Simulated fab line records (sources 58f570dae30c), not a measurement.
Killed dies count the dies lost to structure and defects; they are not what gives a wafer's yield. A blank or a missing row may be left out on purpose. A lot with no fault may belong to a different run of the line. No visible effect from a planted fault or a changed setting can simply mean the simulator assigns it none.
Split-lot study || flow berkeley_cmos170 || route with 331 steps; 5 lots, 23 wafers read

## THE SPLIT ITSELF
At UCB170_SACOX_OXIDATION_01 (target thk 14.4 nm, ox time 2400 s), the setting ox_time_s was moved away from the recipe's 2400 s on 15 of the 23 wafers read, by +7.2% to +13.1%. The other wafers ran this setting at the recipe's value.

The reading comes from the split's own step.

## THE READING
SiO2_of_SACOX_OXIDATION_01.thk_nm (the simulator's own value, which no gauge read), in nm, at UCB170_SACOX_OXIDATION_01 (target thk 14.4 nm, ox time 2400 s). The file does not state a usual value for it. Average 14.24 nm, standard deviation 0.099 nm, over the 8 wafers here run with the recipe.

{"wafer": "L075.1", "tool, chamber at the split": "-, -", "ox_time_s as run, s": 2707, "against the recipe": "+12.8%", "SiO2_of_SACOX_OXIDATION_01.thk_nm, nm": 15.48, "against lot-mates on the recipe": "no lot-mate on the recipe"}
{"wafer": "L075.2", "tool, chamber at the split": "-, -", "ox_time_s as run, s": 2707, "against the recipe": "+12.8%", "SiO2_of_SACOX_OXIDATION_01.thk_nm, nm": 15.52, "against lot-mates on the recipe": "no lot-mate on the recipe"}
{"wafer": "L075.4", "tool, chamber at the split": "-, -", "ox_time_s as run, s": 2707, "against the recipe": "+12.8%", "SiO2_of_SACOX_OXIDATION_01.thk_nm, nm": 15.85, "against lot-mates on the recipe": "no lot-mate on the recipe"}
{"wafer": "L075.5", "tool, chamber at the split": "-, -", "ox_time_s as run, s": 2707, "against the recipe": "+12.8%", "SiO2_of_SACOX_OXIDATION_01.thk_nm, nm": 15.71, "against lot-mates on the recipe": "no lot-mate on the recipe"}
{"wafer": "L075.6", "tool, chamber at the split": "-, -", "ox_time_s as run, s": 2707, "against the recipe": "+12.8%", "SiO2_of_SACOX_OXIDATION_01.thk_nm, nm": 15.94, "against lot-mates on the recipe": "no lot-mate on the recipe"}
{"wafer": "L076.1", "tool, chamber at the split": "-, -", "ox_time_s as run, s": 2715, "against the recipe": "+13.1%", "SiO2_of_SACOX_OXIDATION_01.thk_nm, nm": 15.32, "against lot-mates on the recipe": "no lot-mate on the recipe"}
{"wafer": "L076.2", "tool, chamber at the split": "-, -", "ox_time_s as run, s": 2715, "against the recipe": "+13.1%", "SiO2_of_SACOX_OXIDATION_01.thk_nm, nm": 15.19, "against lot-mates on the recipe": "no lot-mate on the recipe"}
{"wafer": "L076.3", "tool, chamber at the split": "-, -", "ox_time_s as run, s": 2715, "against the recipe": "+13.1%", "SiO2_of_SACOX_OXIDATION_01.thk_nm, nm": 15.39, "against lot-mates on the recipe": "no lot-mate on the recipe"}
{"wafer": "L076.5", "tool, chamber at the split": "-, -", "ox_time_s as run, s": 2715, "against the recipe": "+13.1%", "SiO2_of_SACOX_OXIDATION_01.thk_nm, nm": 15.3, "against lot-mates on the recipe": "no lot-mate on the recipe"}
{"wafer": "L076.6", "tool, chamber at the split": "-, -", "ox_time_s as run, s": 2715, "against the recipe": "+13.1%", "SiO2_of_SACOX_OXIDATION_01.thk_nm, nm": 15.26, "against lot-mates on the recipe": "no lot-mate on the recipe"}
{"wafer": "L079.1", "tool, chamber at the split": "-, -", "ox_time_s as run, s": 2573, "against the recipe": "+7.2%", "SiO2_of_SACOX_OXIDATION_01.thk_nm, nm": 15.22, "against lot-mates on the recipe": "no lot-mate on the recipe"}
{"wafer": "L079.2", "tool, chamber at the split": "-, -", "ox_time_s as run, s": 2573, "against the recipe": "+7.2%", "SiO2_of_SACOX_OXIDATION_01.thk_nm, nm": 15.09, "against lot-mates on the recipe": "no lot-mate on the recipe"}
{"wafer": "L079.3", "tool, chamber at the split": "-, -", "ox_time_s as run, s": 2573, "against the recipe": "+7.2%", "SiO2_of_SACOX_OXIDATION_01.thk_nm, nm": 15.06, "against lot-mates on the recipe": "no lot-mate on the recipe"}
{"wafer": "L079.5", "tool, chamber at the split": "-, -", "ox_time_s as run, s": 2573, "against the recipe": "+7.2%", "SiO2_of_SACOX_OXIDATION_01.thk_nm, nm": 15.13, "against lot-mates on the recipe": "no lot-mate on the recipe"}
{"wafer": "L079.6", "tool, chamber at the split": "-, -", "ox_time_s as run, s": 2573, "against the recipe": "+7.2%", "SiO2_of_SACOX_OXIDATION_01.thk_nm, nm": 15.2, "against lot-mates on the recipe": "no lot-mate on the recipe"}
{"wafer": "L080.1", "tool, chamber at the split": "furnace-02, 0", "ox_time_s as run, s": 2400, "against the recipe": "recipe", "SiO2_of_SACOX_OXIDATION_01.thk_nm, nm": 14.14, "against lot-mates on the recipe": "-"}
{"wafer": "L080.5", "tool, chamber at the split": "furnace-02, 0", "ox_time_s as run, s": 2400, "against the recipe": "recipe", "SiO2_of_SACOX_OXIDATION_01.thk_nm, nm": 14.31, "against lot-mates on the recipe": "-"}
{"wafer": "L080.6", "tool, chamber at the split": "furnace-02, 0", "ox_time_s as run, s": 2400, "against the recipe": "recipe", "SiO2_of_SACOX_OXIDATION_01.thk_nm, nm": 14.15, "against lot-mates on the recipe": "-"}
{"wafer": "L084.1", "tool, chamber at the split": "-, -", "ox_time_s as run, s": 2400, "against the recipe": "recipe", "SiO2_of_SACOX_OXIDATION_01.thk_nm, nm": 14.18, "against lot-mates on the recipe": "-"}
{"wafer": "L084.2", "tool, chamber at the split": "-, -", "ox_time_s as run, s": 2400, "against the recipe": "recipe", "SiO2_of_SACOX_OXIDATION_01.thk_nm, nm": 14.17, "against lot-mates on the recipe": "-"}
{"wafer": "L084.3", "tool, chamber at the split": "-, -", "ox_time_s as run, s": 2400, "against the recipe": "recipe", "SiO2_of_SACOX_OXIDATION_01.thk_nm, nm": 14.17, "against lot-mates on the recipe": "-"}
{"wafer": "L084.4", "tool, chamber at the split": "-, -", "ox_time_s as run, s": 2400, "against the recipe": "recipe", "SiO2_of_SACOX_OXIDATION_01.thk_nm, nm": 14.37, "against lot-mates on the recipe": "-"}
{"wafer": "L084.6", "tool, chamber at the split": "-, -", "ox_time_s as run, s": 2400, "against the recipe": "recipe", "SiO2_of_SACOX_OXIDATION_01.thk_nm, nm": 14.4, "against lot-mates on the recipe": "-"}

THE FIT
A straight line over all 23 wafers: SiO2_of_SACOX_OXIDATION_01.thk_nm changes by +0.0967 nm for each +1% of ox_time_s; r = +0.94; the points scatter about the line by 0.21 nm.
Too few moved wafers with a lot-mate on the recipe to fit a line net of each lot's own level.

## FILE'S OWN FIT
SiO2_of_SACOX_OXIDATION_01.thk_nm changes by +0.0966 nm for each +1% of ox_time_s, r = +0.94.
